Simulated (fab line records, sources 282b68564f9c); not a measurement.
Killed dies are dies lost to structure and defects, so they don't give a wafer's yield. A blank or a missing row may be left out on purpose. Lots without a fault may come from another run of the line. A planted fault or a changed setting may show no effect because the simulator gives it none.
Problem report in the 8D (eight disciplines) form, filled by code | flow rit_cmos | the parts of the form that need people (team, actions taken, sign-off) are left out

1. THE PROBLEM
PLDD_TW at RIT_PLDD_TW_MEAS_10 reads a mean of 2718 on 6 wafers of 2 lots; wafers without a fault read 2328 with a standard deviation of 26. That is +15 standard deviations from the usual mean.
First seen on wafer L495.1, day 4 20:38, on film_metro-03. The record holds 42 wafers of 14 lots with a number at this step. Rule for "out", or "out of limits": more than 4 standard deviations from the usual mean. The other wafers with a number count as sound.

2. WHAT IT IS AND WHAT IT IS NOT
question                    | is                           | is not
which readings at this step | PLDD_TW                      | -
which lots                  | L495, L500                   | L486, L487, L488, L490, L491, L501, L502, L503, L504, L505, L507, L509
which wafers of those lots  | all that have a number       | -
read on which gauges        | film_metro-02, film_metro-03 | film_metro-01
when                        | from day 4 20:38             | up to then (15 sound wafers); but 21 sound wafers of L501, L502, L503, L504, L505, L507, L509 came after

3. SUSPECTS, AND WHAT RULES EACH OUT
Counting: a tool at a process step up to the reading stays a suspect if it ran every lot that is out and no sound lot after the first of them.
- the gauge at RIT_PLDD_TW_MEAS_10: ruled out. The wafers that are out were read on 2 gauges (film_metro-02, film_metro-03).
- implanter-04 at RIT_PLDD_IMPLANT_08: kept. It ran every lot that is out, first L495 (day 4 20:18), and no sound lot after that; its last sound lot up to then is L491 (day 4 01:50). Its own readings are out on those wafers: dose_ions_cm2, end_station_pressure_torr, faraday_current_uA.
Left after counting: implanter-04 at RIT_PLDD_IMPLANT_08.

4. THE CAUSE (what the simulator had put in)
Process parameter drift: implanter-04, from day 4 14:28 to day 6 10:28, at RIT_PLDD_IMPLANT_08. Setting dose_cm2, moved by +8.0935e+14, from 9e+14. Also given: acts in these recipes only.
Counting left only this tool.

5. THE CHAIN OF EFFECTS, in route order
Each row: a reading whose mean over the struck wafers that have a number lies more than 3 standard deviations from the usual. Only readings for which the record gives a usual standard deviation are gone through. hours: the time from each lot's start at the first step in this table that gives one to its start at this step, as a median over the lots. sigmas: the change in usual standard deviations.
hours | step                    | reading                   | usual        | on struck wafers | change     | sigmas
0     | RIT_PLDD_IMPLANT_08     | dose_ions_cm2             | 9.001e+14    | 1.710e+15        | +8.101e+14 | +99 or more
0     | RIT_PLDD_IMPLANT_08     | end_station_pressure_torr | 7.3e-06 Torr | 9.3e-06          | +2.0e-06   | +5.4
0     | RIT_PLDD_IMPLANT_08     | faraday_current_uA        | 2820         | 5386             | +2566      | +47
0     | RIT_PLDD_TW_MEAS_10     | PLDD_TW                   | 2328         | 2718             | +390       | +15
7     | RIT_SDANNEAL_RS_MEAS_06 | PLDD_RS                   | 178.6 ohm/sq | 153.1            | -25.5      | -65
The process steps in it:
- RIT_PLDD_IMPLANT_08
Later measuring or inspecting steps at which every struck wafer that the step has a row for has a number for every such reading, and none has moved that far: RIT_PSD_TW_MEAS_10.

6. WHAT WOULD HAVE CAUGHT IT SOONER
In this record the first reading out of limits at a measuring or inspecting step was taken at day 4 20:38, 6 hours after the fault began at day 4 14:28.
The tool's own readings at RIT_PLDD_IMPLANT_08 were out on every struck wafer that the step has a row for (dose_ions_cm2, end_station_pressure_torr, faraday_current_uA): an alarm limit on them would have fired on the first of those.
Of the lots that are out (2), L500 began RIT_PLDD_IMPLANT_08 on implanter-04 after day 4 20:38. A hold on the tool at that time would have spared it.
